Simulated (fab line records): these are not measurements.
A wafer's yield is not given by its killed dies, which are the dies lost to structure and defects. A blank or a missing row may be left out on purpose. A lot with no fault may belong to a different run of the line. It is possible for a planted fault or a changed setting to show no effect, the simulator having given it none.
A sampling plan put to the test / flow berkeleyCmos170 / one line in one fab, 16 faults in these records, each fault weighed on the records of the lots it struck
The plan is the line's own looks: the steps of the route at which a gauge or an inspection reads the wafer and doesn't change it. A look can be judged if struck wafers have a number there and the file gives its usual mean and standard deviation on fault-free wafers. Caught: the struck wafers' mean, at a look after the fault's first step, is 4 or more of those standard deviations (sigma) away from the usual mean. On the tool: the fault's steps, tested the same way using the tool's own readings. If the struck wafers alone have a blank record, or they carry another recipe, that too counts as caught.

## THE FAULTS, as the simulator had put them in
1. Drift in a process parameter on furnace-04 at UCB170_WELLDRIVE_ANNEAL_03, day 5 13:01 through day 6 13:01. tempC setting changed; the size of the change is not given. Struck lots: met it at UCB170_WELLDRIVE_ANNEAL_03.
2. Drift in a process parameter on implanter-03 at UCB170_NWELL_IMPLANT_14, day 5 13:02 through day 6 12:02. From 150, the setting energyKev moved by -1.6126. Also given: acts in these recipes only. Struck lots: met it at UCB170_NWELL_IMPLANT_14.
3. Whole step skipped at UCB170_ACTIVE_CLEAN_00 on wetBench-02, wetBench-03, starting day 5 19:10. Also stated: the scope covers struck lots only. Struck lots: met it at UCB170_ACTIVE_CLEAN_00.
4. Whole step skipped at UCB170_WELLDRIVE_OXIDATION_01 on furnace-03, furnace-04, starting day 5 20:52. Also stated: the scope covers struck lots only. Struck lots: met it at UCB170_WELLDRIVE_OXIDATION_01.
5. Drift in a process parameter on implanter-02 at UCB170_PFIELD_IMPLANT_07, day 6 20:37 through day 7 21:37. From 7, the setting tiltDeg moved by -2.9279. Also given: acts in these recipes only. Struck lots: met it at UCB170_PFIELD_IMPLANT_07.
6. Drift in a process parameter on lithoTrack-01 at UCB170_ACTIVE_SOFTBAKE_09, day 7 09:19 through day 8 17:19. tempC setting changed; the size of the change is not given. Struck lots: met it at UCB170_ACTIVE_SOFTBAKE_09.
7. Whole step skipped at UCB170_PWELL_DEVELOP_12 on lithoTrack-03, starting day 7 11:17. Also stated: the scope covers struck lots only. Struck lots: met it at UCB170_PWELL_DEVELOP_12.
8. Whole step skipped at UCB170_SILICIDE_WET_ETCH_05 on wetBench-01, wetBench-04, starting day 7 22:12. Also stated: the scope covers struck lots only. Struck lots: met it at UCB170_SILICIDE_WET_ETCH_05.
9. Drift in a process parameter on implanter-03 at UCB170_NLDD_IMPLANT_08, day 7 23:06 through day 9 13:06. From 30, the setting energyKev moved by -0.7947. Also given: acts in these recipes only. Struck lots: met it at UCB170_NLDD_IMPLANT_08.
10. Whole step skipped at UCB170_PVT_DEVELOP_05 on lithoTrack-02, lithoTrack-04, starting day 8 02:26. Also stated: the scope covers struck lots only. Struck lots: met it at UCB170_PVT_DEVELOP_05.
11. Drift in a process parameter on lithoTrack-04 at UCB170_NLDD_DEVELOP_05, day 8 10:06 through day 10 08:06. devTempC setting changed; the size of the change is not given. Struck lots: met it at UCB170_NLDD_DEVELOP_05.
12. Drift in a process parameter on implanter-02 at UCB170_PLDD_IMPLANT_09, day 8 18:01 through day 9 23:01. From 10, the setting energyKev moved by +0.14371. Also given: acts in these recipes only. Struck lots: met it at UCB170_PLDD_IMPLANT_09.
13. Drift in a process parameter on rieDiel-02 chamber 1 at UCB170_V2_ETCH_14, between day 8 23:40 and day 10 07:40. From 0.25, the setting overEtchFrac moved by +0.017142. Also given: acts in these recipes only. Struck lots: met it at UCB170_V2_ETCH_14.
14. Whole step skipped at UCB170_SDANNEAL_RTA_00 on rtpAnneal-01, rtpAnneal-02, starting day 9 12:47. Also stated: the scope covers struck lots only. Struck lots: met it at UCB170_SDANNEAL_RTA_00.
15. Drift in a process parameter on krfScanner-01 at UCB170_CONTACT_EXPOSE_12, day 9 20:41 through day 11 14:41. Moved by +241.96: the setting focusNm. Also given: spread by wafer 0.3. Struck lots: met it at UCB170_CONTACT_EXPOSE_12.
16. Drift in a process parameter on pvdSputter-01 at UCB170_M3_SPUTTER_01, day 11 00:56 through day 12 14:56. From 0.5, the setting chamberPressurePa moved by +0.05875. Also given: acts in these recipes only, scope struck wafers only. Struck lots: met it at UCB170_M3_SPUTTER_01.

## WHAT THE PLAN SAW
fault=1; on the tool itself=tubeCenterTempC +99 or beyond sigma; first look that catches it=no look after it can be judged; reading, sigma=-; median hours from its first step to that look=-; hours from the fault's start to the first struck lot there=-; judged looks passed uncaught=0
fault=2; on the tool itself=beamEnergyKeV -32 sigma; first look that catches it=not the one look that can be judged after it; reading, sigma=-; median hours from its first step to that look=-; hours from the fault's start to the first struck lot there=-; judged looks passed uncaught=1
fault=3; on the tool itself=the tool's record is blank for the struck wafers; first look that catches it=not the one look that can be judged after it; reading, sigma=-; median hours from its first step to that look=-; hours from the fault's start to the first struck lot there=-; judged looks passed uncaught=1
fault=4; on the tool itself=the tool's record is blank for the struck wafers; first look that catches it=no look after it can be judged; reading, sigma=-; median hours from its first step to that look=-; hours from the fault's start to the first struck lot there=-; judged looks passed uncaught=0
fault=5; on the tool itself=tiltDeg -99 or beyond sigma; first look that catches it=no look after it can be judged; reading, sigma=-; median hours from its first step to that look=-; hours from the fault's start to the first struck lot there=-; judged looks passed uncaught=0
fault=6; on the tool itself=heaterPowerTotalW +73 sigma; first look that catches it=UCB170_ACTIVE_CD_MEAS_13; reading, sigma=cdNm -12; median hours from its first step to that look=1.1; hours from the fault's start to the first struck lot there=9; judged looks passed uncaught=0
fault=7; on the tool itself=the tool's record is blank for the struck wafers; first look that catches it=no look after it can be judged; reading, sigma=-; median hours from its first step to that look=-; hours from the fault's start to the first struck lot there=-; judged looks passed uncaught=0
fault=8; on the tool itself=the tool's record is blank for the struck wafers; first look that catches it=no look after it can be judged; reading, sigma=-; median hours from its first step to that look=-; hours from the fault's start to the first struck lot there=-; judged looks passed uncaught=0
fault=9; on the tool itself=beamEnergyKeV -79 sigma; first look that catches it=no look after it can be judged; reading, sigma=-; median hours from its first step to that look=-; hours from the fault's start to the first struck lot there=-; judged looks passed uncaught=0
fault=10; on the tool itself=the tool's record is blank for the struck wafers; first look that catches it=no look after it can be judged; reading, sigma=-; median hours from its first step to that look=-; hours from the fault's start to the first struck lot there=-; judged looks passed uncaught=0
fault=11; on the tool itself=developerTempC +19 sigma; first look that catches it=no look after it can be judged; reading, sigma=-; median hours from its first step to that look=-; hours from the fault's start to the first struck lot there=-; judged looks passed uncaught=0
fault=12; on the tool itself=beamEnergyKeV +45 sigma; first look that catches it=no look after it can be judged; reading, sigma=-; median hours from its first step to that look=-; hours from the fault's start to the first struck lot there=-; judged looks passed uncaught=0
fault=13; on the tool itself=under 2 sigma; first look that catches it=no look after it can be judged; reading, sigma=-; median hours from its first step to that look=-; hours from the fault's start to the first struck lot there=-; judged looks passed uncaught=0
fault=14; on the tool itself=the tool's record is blank for the struck wafers; first look that catches it=no look after it can be judged; reading, sigma=-; median hours from its first step to that look=-; hours from the fault's start to the first struck lot there=-; judged looks passed uncaught=0
fault=15; on the tool itself=exposureDoseMJCm2 -4.9 sigma; first look that catches it=no look after it can be judged; reading, sigma=-; median hours from its first step to that look=-; hours from the fault's start to the first struck lot there=-; judged looks passed uncaught=0
fault=16; on the tool itself=chamberPressurePa +57 sigma; first look that catches it=not the one look that can be judged after it; reading, sigma=-; median hours from its first step to that look=-; hours from the fault's start to the first struck lot there=-; judged looks passed uncaught=1
Dash: fault not caught, or number not given in these records.

Caught at a look: 1 of 16. Caught on the tool: 15 of 16. By one or the other: 15 of 16.
Caught on the tool alone: faults 1, 2, 3, 4, 5, 7, 8, 9, 10, 11, 12, 14, 15, 16.
Caught by neither: fault 13.

## THINNER SAMPLING
Were the look that catches a fault to measure just every second or every third lot (counted by lot number), the first struck lot would, at worst, be measured this late:
fault=6; struck lots at that look, in order of time=L945, L949; every lot=9 h; every second lot=may miss all 2; every third lot=may miss all 2
The hour figures run from when the fault began to the first measured lot among those it struck. The limit of 4 sigma was tested on all struck wafers together, so one lot alone may lie under it. Other struck lots may not be in these records.

## THE LONGEST TIMED WAY FROM STEP TO LOOK
In fault 6, a median of 1.1 hours elapses between UCB170_ACTIVE_SOFTBAKE_09 and UCB170_ACTIVE_CD_MEAS_13. No look between them can be judged.
